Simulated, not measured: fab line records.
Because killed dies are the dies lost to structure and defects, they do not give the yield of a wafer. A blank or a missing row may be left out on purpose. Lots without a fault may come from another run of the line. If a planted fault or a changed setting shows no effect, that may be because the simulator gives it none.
Split-lot study | flow rit_cmos | route with 202 steps; 5 lots, 23 wafers read

== ON THE SPLIT ==
At RIT_NSD_IMPLANT_08, the setting dose_cm2 was moved away from the recipe's 1e+15 on 5 of the 23 wafers read, by +4.7% to +6.6%. All remaining wafers had this setting at the recipe value.

== FROM THE SPLIT TO THE READING: what the file shows between them, 2 steps ==
- RIT_NSD_STRIP_09: strips in O2, time 180 s
- RIT_SDANNEAL_RTA_03: time 5 s

== THE READING ==
Measured at RIT_SDANNEAL_RS_MEAS_05 by four-point probe: NSD_RS, in ohm/sq. On this fab line, fault-free wafers typically give 84.65 ohm/sq with a standard deviation of 0.24 ohm/sq.

wafer  | tool, chamber at the split | dose_cm2 as run | against the recipe | NSD_RS, ohm/sq | against lot-mates on the recipe
L074.1 | implanter-03, 0            | 1.047e+15       | +4.7%              | 81.60          | -2.89
L074.3 | implanter-03, 0            | 1.047e+15       | +4.7%              | 81.65          | -2.84
L074.4 | implanter-03, 0            | 1.047e+15       | +4.7%              | 81.61          | -2.88
L074.5 | implanter-03, 0            | 1e+15           | recipe             | 84.35          | -
L074.6 | implanter-03, 0            | 1e+15           | recipe             | 84.63          | -
L077.1 | implanter-02, 0            | 1e+15           | recipe             | 84.70          | -
L077.2 | implanter-02, 0            | 1.066e+15       | +6.6%              | 80.33          | -4.18
L077.3 | implanter-02, 0            | 1.066e+15       | +6.6%              | 80.47          | -4.04
L077.4 | implanter-02, 0            | 1e+15           | recipe             | 84.56          | -
L077.5 | implanter-02, 0            | 1e+15           | recipe             | 84.28          | -
L082.1 | implanter-03, 0            | 1e+15           | recipe             | 84.88          | -
L082.2 | implanter-03, 0            | 1e+15           | recipe             | 84.73          | -
L082.3 | implanter-03, 0            | 1e+15           | recipe             | 84.97          | -
L082.4 | implanter-03, 0            | 1e+15           | recipe             | 84.77          | -
L082.6 | implanter-03, 0            | 1e+15           | recipe             | 84.86          | -
L083.1 | implanter-03, 0            | 1e+15           | recipe             | 84.54          | -
L083.5 | implanter-03, 0            | 1e+15           | recipe             | 84.48          | -
L083.6 | implanter-03, 0            | 1e+15           | recipe             | 84.40          | -
L085.1 | implanter-01, 0            | 1e+15           | recipe             | 84.69          | -
L085.2 | implanter-01, 0            | 1e+15           | recipe             | 84.91          | -
L085.3 | implanter-01, 0            | 1e+15           | recipe             | 84.85          | -
L085.4 | implanter-01, 0            | 1e+15           | recipe             | 85.07          | -
L085.5 | implanter-01, 0            | 1e+15           | recipe             | 84.87          | -

THE FIT
A straight line over all 23 wafers: NSD_RS changes by -0.652 ohm/sq for each +1% of dose_cm2; r = -0.99; the points scatter about the line by 0.2 ohm/sq.
The same after taking each lot's own level away (the mean of its wafers on the recipe; 23 wafers): -0.618 ohm/sq for each +1%; r = -1.00; scatter 0.11 ohm/sq.
The reading moves by 4.1 ohm/sq for the largest change in dose_cm2, on that fit.
The span of the lots' own levels, 84.473 to 84.878 ohm/sq, comes to 1.7 times the standard deviation stated above.
The two slopes agree, so the slope changes little with the lot-to-lot level.
Check: -4.04 ohm/sq against its lot-mates is what the line predicts for one of the wafers moved furthest among these (+6.6%) when that wafer is left out of the fit. It came out at -4.18 ohm/sq against them.

== ADDITIONAL SPLITS CARRIED BY THESE WAFERS ==
Other splits were also applied to these wafers ahead of the reading. Each is held against what the fit with the lots' levels taken away leaves over:
other split on the same wafers | wafers away from the commonest value | r with NSD_RS (lot level and that fit taken away)
RIT_NLDD_COAT_01 resist_thk_nm | 10                                   | +0.41
RIT_PLDD_COAT_01 spin_rpm      | 9                                    | -0.07
RIT_PLDD_IMPLANT_08 energy_kev | 7                                    | +0.37
RIT_SPACER_ETCHBACK_05 time_s  | 8                                    | +0.17

== FILE'S OWN FIT ==
NSD_RS changes by -0.619 ohm/sq for each +1% of dose_cm2, r = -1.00.
